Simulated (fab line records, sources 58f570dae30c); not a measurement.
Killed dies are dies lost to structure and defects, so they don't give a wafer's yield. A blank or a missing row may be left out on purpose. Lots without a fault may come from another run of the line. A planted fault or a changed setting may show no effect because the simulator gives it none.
Chamber matching | flow berkeley_cmos170 | UCB170_GATE_ETCH_14 on rie_diel-04: 4 sister chambers
The step etches BARC in N2/H2. 8 wafers are shown with their chamber, then 8 later ones without.

WAFERS WITH THEIR CHAMBER
wafer  | chamber | drypump_motor_current_A (A) | throttle_valve_pct (%)
L832.2 | 3       | 6.22                        | 13.24
L838.2 | 0       | 5.80                        | 13.40
L838.4 | 3       | 6.23                        | 13.26
L835.2 | 0       | 5.80                        | 13.40
L839.1 | 1       | 5.83                        | 13.57
L839.4 | 2       | 5.36                        | 13.30
L839.5 | 2       | 5.40                        | 13.33
L843.1 | 1       | 5.83                        | 13.57

WAFERS WITHOUT THEIR CHAMBER
wafer  | drypump_motor_current_A (A) | throttle_valve_pct (%)
L843.4 | 5.80                        | 13.38
L843.5 | 5.40                        | 13.32
L845.1 | 5.80                        | 13.39
L845.2 | 5.81                        | 13.58
L845.5 | 5.42                        | 13.32
L852.3 | 5.80                        | 13.39
L852.4 | 5.39                        | 13.29
L852.6 | 5.80                        | 13.39

WHICH CHAMBER EACH WENT THROUGH
wafer  | from the rows above | in truth
L843.4 | 0                   | 0
L843.5 | 2                   | 2
L845.1 | 0                   | 0
L845.2 | 1                   | 1
L845.5 | 2                   | 2
L852.3 | 0                   | 0
L852.4 | 2                   | 2
L852.6 | 0                   | 0
Placed correctly: 8 of 8. Can't be placed from these rows: 0. Placed wrongly: 0.
How it was worked out, from the rows above alone: a wafer's distance from a chamber is the root of the sum, over the readings, of the square of ((its reading less the chamber's mean) divided by the reading's scatter). The wafer belongs to the nearest chamber; if the next one is less than 2 further off, it can't be placed. A chamber's mean is the mean of its shown wafers. The scatter: the root of (the sum of the squares of (reading less its chamber's mean) over the shown wafers, divided by (wafers less chambers)).
